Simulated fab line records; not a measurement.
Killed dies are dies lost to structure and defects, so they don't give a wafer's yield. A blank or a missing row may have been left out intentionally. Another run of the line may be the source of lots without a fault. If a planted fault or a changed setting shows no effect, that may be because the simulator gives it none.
A sampling plan put to the test :: flow berkeley-cmos170 :: one line in one fab, 10 faults in these records, each fault weighed on the records of the lots it struck
Plan = the line's own looks (route steps where a gauge or an inspection reads the wafer without altering it). A look is open to judgement when struck wafers have a number at it and the file gives its usual mean and standard deviation on fault-free wafers. Caught: a look later than the fault's first step finds the struck wafers' mean 4 or more of those standard deviations (sigma) from the usual mean. On the tool: the fault's steps, tested the same way using the tool's own readings. Also counted as caught: the struck wafers showing another recipe, or a record that is empty for them alone.

== THE FAULTS, as the simulator had put them in ==
1. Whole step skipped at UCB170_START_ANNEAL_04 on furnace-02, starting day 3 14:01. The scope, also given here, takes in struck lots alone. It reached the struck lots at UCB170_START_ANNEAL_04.
2. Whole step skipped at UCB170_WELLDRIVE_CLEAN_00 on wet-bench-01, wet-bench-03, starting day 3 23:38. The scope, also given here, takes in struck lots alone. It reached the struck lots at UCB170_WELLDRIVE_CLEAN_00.
3. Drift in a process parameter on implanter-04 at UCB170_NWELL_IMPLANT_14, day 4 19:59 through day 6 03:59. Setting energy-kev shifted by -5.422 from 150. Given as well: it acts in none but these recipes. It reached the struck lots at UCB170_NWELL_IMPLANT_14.
4. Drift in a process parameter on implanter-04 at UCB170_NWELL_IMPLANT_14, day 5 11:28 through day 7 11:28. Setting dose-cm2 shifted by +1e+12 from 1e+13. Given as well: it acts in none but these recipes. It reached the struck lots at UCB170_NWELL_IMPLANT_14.
5. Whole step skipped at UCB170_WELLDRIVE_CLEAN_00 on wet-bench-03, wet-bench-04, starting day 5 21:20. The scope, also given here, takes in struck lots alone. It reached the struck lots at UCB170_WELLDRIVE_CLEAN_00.
6. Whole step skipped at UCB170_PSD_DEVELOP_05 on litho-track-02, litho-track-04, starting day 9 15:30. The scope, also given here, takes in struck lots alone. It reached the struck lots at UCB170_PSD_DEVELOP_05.
7. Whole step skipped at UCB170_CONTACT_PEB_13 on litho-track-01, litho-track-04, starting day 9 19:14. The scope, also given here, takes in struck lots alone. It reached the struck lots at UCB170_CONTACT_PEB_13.
8. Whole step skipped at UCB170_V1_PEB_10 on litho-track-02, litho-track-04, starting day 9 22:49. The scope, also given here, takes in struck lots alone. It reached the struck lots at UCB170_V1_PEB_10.
9. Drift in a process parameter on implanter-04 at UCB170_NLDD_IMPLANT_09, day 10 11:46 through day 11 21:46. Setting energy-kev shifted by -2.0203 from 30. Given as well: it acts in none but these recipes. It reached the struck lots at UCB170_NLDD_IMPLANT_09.
10. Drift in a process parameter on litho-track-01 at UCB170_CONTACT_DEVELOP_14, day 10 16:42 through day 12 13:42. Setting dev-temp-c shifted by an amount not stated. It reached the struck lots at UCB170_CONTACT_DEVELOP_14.

== WHAT THE PLAN SAW ==
fault: 1
on the tool itself: the tool's record is blank for the struck wafers
first look that catches it: no look after it can be judged
reading, sigma: -
median hours from its first step to that look: -
hours from the fault's start to the first struck lot there: -
judged looks passed uncaught: 0

fault: 2
on the tool itself: the tool's record is blank for the struck wafers
first look that catches it: no look after it can be judged
reading, sigma: -
median hours from its first step to that look: -
hours from the fault's start to the first struck lot there: -
judged looks passed uncaught: 0

fault: 3
on the tool itself: beam-energy-keV -99 or beyond sigma
first look that catches it: no look after it can be judged
reading, sigma: -
median hours from its first step to that look: -
hours from the fault's start to the first struck lot there: -
judged looks passed uncaught: 0

fault: 4
on the tool itself: dose-ions-cm2 +99 or beyond sigma
first look that catches it: no look after it can be judged
reading, sigma: -
median hours from its first step to that look: -
hours from the fault's start to the first struck lot there: -
judged looks passed uncaught: 0

fault: 5
on the tool itself: the tool's record is blank for the struck wafers
first look that catches it: no look after it can be judged
reading, sigma: -
median hours from its first step to that look: -
hours from the fault's start to the first struck lot there: -
judged looks passed uncaught: 0

fault: 6
on the tool itself: the tool's record is blank for the struck wafers
first look that catches it: no look after it can be judged
reading, sigma: -
median hours from its first step to that look: -
hours from the fault's start to the first struck lot there: -
judged looks passed uncaught: 0

fault: 7
on the tool itself: the tool's record is blank for the struck wafers
first look that catches it: no look after it can be judged
reading, sigma: -
median hours from its first step to that look: -
hours from the fault's start to the first struck lot there: -
judged looks passed uncaught: 0

fault: 8
on the tool itself: the tool's record is blank for the struck wafers
first look that catches it: no look after it can be judged
reading, sigma: -
median hours from its first step to that look: -
hours from the fault's start to the first struck lot there: -
judged looks passed uncaught: 0

fault: 9
on the tool itself: beam-energy-keV -99 or beyond sigma
first look that catches it: no look after it can be judged
reading, sigma: -
median hours from its first step to that look: -
hours from the fault's start to the first struck lot there: -
judged looks passed uncaught: 0

fault: 10
on the tool itself: developer-temp-C -21 sigma
first look that catches it: no look after it can be judged
reading, sigma: -
median hours from its first step to that look: -
hours from the fault's start to the first struck lot there: -
judged looks passed uncaught: 0
A dash: the fault is not caught, or the number is missing from these records.

Caught at a look: 0 of 10. Caught on the tool: 10 of 10. By one or the other: 10 of 10.
Faults 1, 2, 3, 4, 5, 6, 7, 8, 9, 10 were caught on the tool alone.
